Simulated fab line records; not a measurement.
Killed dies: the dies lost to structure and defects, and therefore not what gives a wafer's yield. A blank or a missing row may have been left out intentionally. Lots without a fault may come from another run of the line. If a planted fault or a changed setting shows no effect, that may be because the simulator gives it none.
fab line records + flow rit-cmos
record
- lots=15
- wafers=45
- last-day=7
route steps=202 shown PWELL@52 NLDD@112 PLDD@123 M1@191
lots untouched by any fault: they come from a run of this same line in which no faults occurred
start-h: hours from the record's opening day to when the first of the lot's shown wafers began + wait-h: how many hours have passed since the lot's step before this one + " same as the row above + L1.1+2: a row that stands for several wafers + - either no value or no given start + * or withheld: withheld + < > ~ a bound
route shown NAME@n: names a module that has steps shown in the file, with the first one's number in the route + usual: mean and standard deviation over wafers with no fault + same: alike in all rows + chamber/n: place in a boat + sites: the reading at each site + _std_site: the values' standard deviation + _edge_site: mean of outer sites minus mean of inner sites + radius-mm: for every site, how far away it sits from the centre of the wafer + mask NAME#n: copy n + behind: the tool/chamber that last shaped the wafer + hold: why the lot went on hold/how many hours it stayed there/how the hold came to an end + device: which transistor (n, p or np) failed to switch + end of line: tests run on the same wafers once the route is complete + step lacking rows: just its recipe + killed: at the first sort, the dies lost to defects and structure; wafer yield is something else + map: per-die view of a wafer (x killed, . not killed, _ where there is no die)
set.NAME: the setting the step ran with; set.NAME@STEP: the setting that earlier step ran with + model.NAME: the simulator's own value behind a step, which no gauge read
one table for each step of the route and one row for each wafer, over a sample of lots
services: from which hour (start-h, from the record's first day; less than 0 if before it) a tool's chamber was out of use, for how many hours, and why
## steps
# step RIT_WELLDRIVE_RS_MEAS_02
# recipe
- thk-meas-gauge=four-point-probe
# usual
- PWELL_RS=432.8/1.3
| lot.wafer | tool          | chamber | start-h | wait-h | PWELL_RS[ohm/sq] |
|-----------|---------------|---------|---------|--------|------------------|
| L225.3    | film-metro-03 | -       | 41.27   | 0.1    | 432.5            |
| L225.4    | "             | -       | "       | "      | 432.6            |
| L225.6    | "             | -       | "       | "      | 433.6            |
| L227.1    | film-metro-01 | -       | 49.66   | 0.1    | 434.4            |
| L227.2    | "             | -       | "       | "      | 433.1            |
| L227.4    | "             | -       | "       | "      | 434.1            |
| L228.1    | film-metro-01 | -       | 53.61   | 0.1    | 432.1            |
| L228.3    | "             | -       | "       | "      | 431.3            |
| L228.5    | "             | -       | "       | "      | 431.3            |
| L230.1    | film-metro-01 | -       | 63.81   | 0.1    | 431.1            |
| L230.3    | "             | -       | "       | "      | 433.2            |
| L230.5    | "             | -       | "       | "      | 430.4            |
| L231.1    | film-metro-03 | -       | 68.92   | 0.1    | 433.6            |
| L231.2    | "             | -       | "       | "      | 434.4            |
| L231.3    | "             | -       | "       | "      | 433.3            |
| L234.1    | film-metro-03 | -       | 84.00   | 0.1    | 432.8            |
| L234.3    | "             | -       | "       | "      | 433.6            |
| L234.6    | "             | -       | "       | "      | 434.0            |
| L236.2    | film-metro-01 | -       | 93.76   | 0.1    | 433.3            |
| L236.4    | "             | -       | "       | "      | 433.6            |
| L236.5    | "             | -       | "       | "      | 433.1            |
| L237.2    | film-metro-01 | -       | 98.64   | 0.1    | 432.0            |
| L237.3    | "             | -       | "       | "      | 432.8            |
| L237.4    | "             | -       | "       | "      | 432.4            |
| L238.1    | film-metro-01 | -       | 102.78  | 0.1    | 432.7            |
| L238.3    | "             | -       | "       | "      | 433.1            |
| L238.4    | "             | -       | "       | "      | 432.7            |
| L239.1    | film-metro-04 | -       | 109.18  | 0.1    | 432.4            |
| L239.5    | "             | -       | "       | "      | 432.9            |
| L239.6    | "             | -       | "       | "      | 433.5            |
| L240.2    | film-metro-03 | -       | 112.94  | 0.1    | 431.3            |
| L240.4    | "             | -       | "       | "      | 433.2            |
| L240.5    | "             | -       | "       | "      | 432.0            |
| L241.1    | film-metro-04 | -       | 118.01  | 0.1    | 433.1            |
| L241.3    | "             | -       | "       | "      | 434.9            |
| L241.6    | "             | -       | "       | "      | 435.7            |
| L242.1    | film-metro-04 | -       | 124.48  | 0.1    | 433.4            |
| L242.5    | "             | -       | "       | "      | 432.1            |
| L242.6    | "             | -       | "       | "      | 431.9            |
| L245.1    | film-metro-04 | -       | 138.83  | 0.1    | 431.3            |
| L245.2    | "             | -       | "       | "      | 429.8            |
| L245.4    | "             | -       | "       | "      | 430.7            |
| L246.1    | film-metro-04 | -       | 143.11  | 0.1    | 433.1            |
| L246.4    | "             | -       | "       | "      | 436.1            |
| L246.5    | "             | -       | "       | "      | 434.8            |
# step RIT_NLDD_STRIP_09
# recipe
- chemistry=O2
- time-s=180
- resist=NOVOLAK
- platen-temp-c=withheld
- power-w=500
- pressure-mtorr=4000
- o2-flow-sccm=4000
# usual
- drypump-motor-current-A=6.0/0.44
| lot.wafer | tool            | chamber | start-h | wait-h | drypump-motor-current-A | rf-hours-counter-h |
|-----------|-----------------|---------|---------|--------|-------------------------|--------------------|
| L225.3    | plasma-asher-03 | 0       | 56.04   | 0.1    | 6.3                     | -                  |
| L225.4    | "               | 1       | "       | "      | 5.6                     | -                  |
| L225.6    | "               | 1       | "       | "      | 5.6                     | -                  |
| L227.1    | plasma-asher-04 | 1       | 62.95   | 0.1    | 5.4                     | 42                 |
| L227.2    | "               | 0       | "       | "      | 5.7                     | 42                 |
| L227.4    | "               | 1       | "       | "      | 5.4                     | -                  |
| L228.1    | plasma-asher-04 | 1       | 70.66   | 0.1    | 5.4                     | 43                 |
| L228.3    | "               | 1       | "       | "      | 5.4                     | -                  |
| L228.5    | "               | 0       | "       | "      | 5.8                     | -                  |
| L230.1    | plasma-asher-03 | 1       | 78.60   | 0.1    | 5.6                     | 44                 |
| L230.3    | "               | 0       | "       | "      | 6.3                     | -                  |
| L230.5    | "               | 1       | "       | "      | 5.6                     | -                  |
| L231.1    | plasma-asher-04 | 0       | 83.00   | 0.1    | 5.8                     | 44                 |
| L231.2    | "               | 1       | "       | "      | 5.4                     | 44                 |
| L231.3    | "               | 0       | "       | "      | 5.8                     | -                  |
| L234.1    | plasma-asher-04 | 1       | 97.60   | 0.1    | 5.4                     | 46                 |
| L234.3    | "               | 0       | "       | "      | 5.8                     | -                  |
| L234.6    | "               | 0       | "       | "      | 5.8                     | -                  |
| L236.2    | plasma-asher-03 | 0       | 107.20  | 0.1    | 6.3                     | 47                 |
| L236.4    | "               | 1       | "       | "      | 5.6                     | -                  |
| L236.5    | "               | 0       | "       | "      | 6.3                     | -                  |
| L237.2    | plasma-asher-04 | 1       | 112.05  | 0.1    | 5.4                     | 48                 |
| L237.3    | "               | 0       | "       | "      | 5.8                     | -                  |
| L237.4    | "               | 1       | "       | "      | 5.4                     | -                  |
| L238.1    | plasma-asher-04 | 0       | 116.62  | 0.1    | 5.8                     | 49                 |
| L238.3    | "               | 1       | "       | "      | 5.4                     | -                  |
| L238.4    | "               | 0       | "       | "      | 5.7                     | -                  |
| L239.1    | plasma-asher-01 | 0       | 122.87  | 0.1    | 6.6                     | 48                 |
| L239.5    | "               | 0       | "       | "      | 6.6                     | -                  |
| L239.6    | "               | 1       | "       | "      | 6.4                     | -                  |
| L240.2    | plasma-asher-01 | 0       | 126.74  | 0.1    | 6.6                     | 48                 |
| L240.4    | "               | 0       | "       | "      | 6.6                     | -                  |
| L240.5    | "               | 1       | "       | "      | 6.4                     | -                  |
| L241.1    | plasma-asher-03 | 0       | 131.09  | 0.1    | 6.3                     | 2                  |
| L241.3    | "               | 1       | "       | "      | 5.6                     | -                  |
| L241.6    | "               | 1       | "       | "      | 5.6                     | -                  |
| L242.1    | plasma-asher-04 | 0       | 138.22  | 0.1    | 5.7                     | 50                 |
| L242.5    | "               | 1       | "       | "      | 5.4                     | -                  |
| L242.6    | "               | 0       | "       | "      | 5.8                     | -                  |
| L245.1    | plasma-asher-01 | 0       | 152.29  | 0.1    | 6.6                     | 51                 |
| L245.2    | "               | 1       | "       | "      | 6.4                     | 51                 |
| L245.4    | "               | 0       | "       | "      | 6.6                     | -                  |
| L246.1    | plasma-asher-01 | 0       | 157.50  | 0.1    | 6.6                     | 52                 |
| L246.4    | "               | 1       | "       | "      | 6.4                     | -                  |
| L246.5    | "               | 0       | "       | "      | 6.6                     | -                  |
# step RIT_PLDD_STRIP_09
# recipe
- chemistry=O2
- time-s=180
- resist=NOVOLAK
- platen-temp-c=withheld
- power-w=500
- pressure-mtorr=4000
- o2-flow-sccm=4000
# usual
- drypump-motor-current-A=5.8/0.38
| lot.wafer | tool            | chamber | start-h | wait-h | drypump-motor-current-A | rf-hours-counter-h |
|-----------|-----------------|---------|---------|--------|-------------------------|--------------------|
| L225.3    | plasma-asher-03 | 1       | 57.66   | 0.1    | 5.6                     | -                  |
| L225.4    | "               | 0       | "       | "      | 6.3                     | -                  |
| L225.6    | "               | 1       | "       | "      | 5.6                     | -                  |
| L227.1    | plasma-asher-02 | 0       | 64.37   | 0.1    | 6.4                     | 27                 |
| L227.2    | "               | 1       | "       | "      | 5.6                     | 27                 |
| L227.4    | "               | 1       | "       | "      | 5.6                     | -                  |
| L228.1    | plasma-asher-04 | 0       | 72.22   | 0.1    | 5.8                     | 43                 |
| L228.3    | "               | 0       | "       | "      | 5.8                     | -                  |
| L228.5    | "               | 1       | "       | "      | 5.4                     | -                  |
| L230.1    | plasma-asher-04 | 1       | 80.02   | 0.1    | 5.4                     | 44                 |
| L230.3    | "               | 1       | "       | "      | 5.4                     | -                  |
| L230.5    | "               | 1       | "       | "      | 5.4                     | -                  |
| L231.1    | plasma-asher-04 | 1       | 84.55   | 0.1    | 5.4                     | 44                 |
| L231.2    | "               | 0       | "       | "      | 5.8                     | 44                 |
| L231.3    | "               | 0       | "       | "      | 5.8                     | -                  |
| L234.1    | plasma-asher-04 | 1       | 99.02   | 0.1    | 5.4                     | 46                 |
| L234.3    | "               | 1       | "       | "      | 5.4                     | -                  |
| L234.6    | "               | 0       | "       | "      | 5.8                     | -                  |
| L236.2    | plasma-asher-03 | 0       | 108.62  | 0.1    | 6.3                     | 47                 |
| L236.4    | "               | 1       | "       | "      | 5.6                     | -                  |
| L236.5    | "               | 0       | "       | "      | 6.3                     | -                  |
| L237.2    | plasma-asher-04 | 0       | 113.61  | 0.1    | 5.8                     | 48                 |
| L237.3    | "               | 1       | "       | "      | 5.4                     | -                  |
| L237.4    | "               | 0       | "       | "      | 5.8                     | -                  |
| L238.1    | plasma-asher-03 | 1       | 118.17  | 0.1    | 5.6                     | 0                  |
| L238.3    | "               | 1       | "       | "      | 5.6                     | -                  |
| L238.4    | "               | 0       | "       | "      | 6.3                     | -                  |
| L239.1    | plasma-asher-03 | 1       | 124.42  | 0.1    | 5.6                     | 1                  |
| L239.5    | "               | 0       | "       | "      | 6.3                     | -                  |
| L239.6    | "               | 1       | "       | "      | 5.6                     | -                  |
| L240.2    | plasma-asher-02 | 1       | 128.28  | 0.1    | 5.5                     | 33                 |
| L240.4    | "               | 1       | "       | "      | 5.6                     | -                  |
| L240.5    | "               | 1       | "       | "      | 5.6                     | -                  |
| L241.1    | plasma-asher-02 | 0       | 132.63  | 0.1    | 6.4                     | 33                 |
| L241.3    | "               | 1       | "       | "      | 5.5                     | -                  |
| L241.6    | "               | 0       | "       | "      | 6.4                     | -                  |
| L242.1    | plasma-asher-03 | 0       | 139.77  | 0.1    | 6.3                     | 3                  |
| L242.5    | "               | 1       | "       | "      | 5.6                     | -                  |
| L242.6    | "               | 0       | "       | "      | 6.3                     | -                  |
| L245.1    | plasma-asher-04 | 0       | 153.71  | 0.1    | 5.8                     | 52                 |
| L245.2    | "               | 1       | "       | "      | 5.4                     | 52                 |
| L245.4    | "               | 0       | "       | "      | 5.8                     | -                  |
| L246.1    | plasma-asher-02 | 1       | 159.05  | 0.1    | 5.5                     | 36                 |
| L246.4    | "               | 0       | "       | "      | 6.4                     | -                  |
| L246.5    | "               | 0       | "       | "      | 6.4                     | -                  |
# step RIT_M1_PEB_07
# recipe
- resist=NOVOLAK
- temp-c=withheld
- time-s=withheld
# usual
- chill-plate-temp-C=*
- exhaust-pa=45.1/0.83
| lot.wafer | tool           | chamber | start-h | wait-h | chill-plate-temp-C | exhaust-pa |
|-----------|----------------|---------|---------|--------|--------------------|------------|
| L225.3    | litho-track-02 | 0       | 68.74   | 0.1    | *                  | 45.1       |
| L225.4    | "              | 0       | "       | "      | *                  | 44.5       |
| L225.6    | "              | 0       | "       | "      | *                  | 44.8       |
| L227.1    | litho-track-04 | 0       | 76.03   | 0.1    | *                  | 44.4       |
| L227.2    | "              | 0       | "       | "      | *                  | 45.0       |
| L227.4    | "              | 0       | "       | "      | *                  | 43.6       |
| L228.1    | litho-track-02 | 0       | 83.78   | 0.1    | *                  | 44.6       |
| L228.3    | "              | 0       | "       | "      | *                  | 44.3       |
| L228.5    | "              | 0       | "       | "      | *                  | 43.9       |
| L230.1    | litho-track-03 | 0       | 90.61   | 0.1    | *                  | 43.6       |
| L230.3    | "              | 0       | "       | "      | *                  | 45.4       |
| L230.5    | "              | 0       | "       | "      | *                  | 44.8       |
| L231.1    | litho-track-02 | 0       | 95.70   | 0.1    | *                  | 45.3       |
| L231.2    | "              | 0       | "       | "      | *                  | 45.0       |
| L231.3    | "              | 0       | "       | "      | *                  | 45.2       |
| L234.1    | litho-track-04 | 0       | 109.64  | 0.1    | *                  | 44.8       |
| L234.3    | "              | 0       | "       | "      | *                  | 44.3       |
| L234.6    | "              | 0       | "       | "      | *                  | 45.2       |
| L236.2    | litho-track-04 | 0       | 119.94  | 0.1    | *                  | 43.6       |
| L236.4    | "              | 0       | "       | "      | *                  | 44.6       |
| L236.5    | "              | 0       | "       | "      | *                  | 45.1       |
| L237.2    | litho-track-03 | 0       | 125.15  | 0.1    | *                  | 44.5       |
| L237.3    | "              | 0       | "       | "      | *                  | 44.7       |
| L237.4    | "              | 0       | "       | "      | *                  | 45.9       |
| L238.1    | litho-track-03 | -       | 130.53  | 0.1    | -                  | -          |
| L238.3    | "              | -       | "       | "      | -                  | -          |
| L238.4    | "              | -       | "       | "      | -                  | -          |
| L239.1    | litho-track-03 | -       | 136.27  | 0.3    | -                  | -          |
| L239.5    | "              | -       | "       | "      | -                  | -          |
| L239.6    | "              | -       | "       | "      | -                  | -          |
| L240.2    | litho-track-02 | -       | 139.47  | 0.1    | -                  | -          |
| L240.4    | "              | -       | "       | "      | -                  | -          |
| L240.5    | "              | -       | "       | "      | -                  | -          |
| L241.1    | litho-track-02 | 0       | 143.49  | 0.1    | *                  | 45.1       |
| L241.3    | "              | 0       | "       | "      | *                  | 45.7       |
| L241.6    | "              | 0       | "       | "      | *                  | 44.8       |
| L242.1    | litho-track-03 | 0       | 150.47  | 0.1    | *                  | 45.2       |
| L242.5    | "              | 0       | "       | "      | *                  | 44.6       |
| L242.6    | "              | 0       | "       | "      | *                  | 45.0       |
| L245.1    | litho-track-04 | 0       | 164.45  | 0.1    | *                  | 46.3       |
| L245.2    | "              | 0       | "       | "      | *                  | 45.5       |
| L245.4    | "              | 0       | "       | "      | *                  | 46.8       |
| L246.1    | litho-track-04 | 0       | 169.89  | 0.1    | *                  | 45.6       |
| L246.4    | "              | 0       | "       | "      | *                  | 47.0       |
| L246.5    | "              | 0       | "       | "      | *                  | 44.3       |
## services
| tool            | chamber | start-h | hours | kind       |
|-----------------|---------|---------|-------|------------|
| plasma-asher-01 | -       | 46.11   | 1.4   | repair     |
| plasma-asher-03 | -       | 52.92   | 0.6   | repair     |
| plasma-asher-01 | -       | 76.21   | 2.8   | pm         |
| plasma-asher-03 | -       | 108.80  | 9.0   | pm         |
| plasma-asher-03 | 0       | 108.80  | 9.0   | vent-cycle |
| plasma-asher-03 | 1       | 108.80  | 9.0   | vent-cycle |
| plasma-asher-02 | -       | 110.74  | 10.5  | repair     |
| plasma-asher-03 | 0       | 117.80  | -     | clean      |
| plasma-asher-03 | 1       | 117.80  | -     | clean      |
| plasma-asher-04 | -       | 125.93  | 8.0   | repair     |
| plasma-asher-04 | -       | 160.90  | 2.3   | repair     |
| plasma-asher-01 | -       | 162.29  | 0.7   | repair     |
## key
first-sign
- step=RIT_M1_PEB_07
- reading=tool-record
- direction=missing
effect none on later readings
met-at RIT_M1_PEB_07
struck-lots L238,L239,L240
sort-left-out L238.1,L238.3,L238.4,L239.1,L239.5,L239.6,L240.2,L240.4,L240.5
not-acting-at RIT_WELLDRIVE_RS_MEAS_02,RIT_NLDD_STRIP_09,RIT_PLDD_STRIP_09
onset-between 125.15 130.53
fault
- kind=skipped-step-whole
- tool=litho-track-02,litho-track-03
- chamber=-
- onset-h=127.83
- steps=RIT_M1_PEB_07
- scope=struck-lots-only
# sort-left-out: the simulated sort isn't trusted on such a fault, so these wafers' sort isn't shown, and their yield isn't known
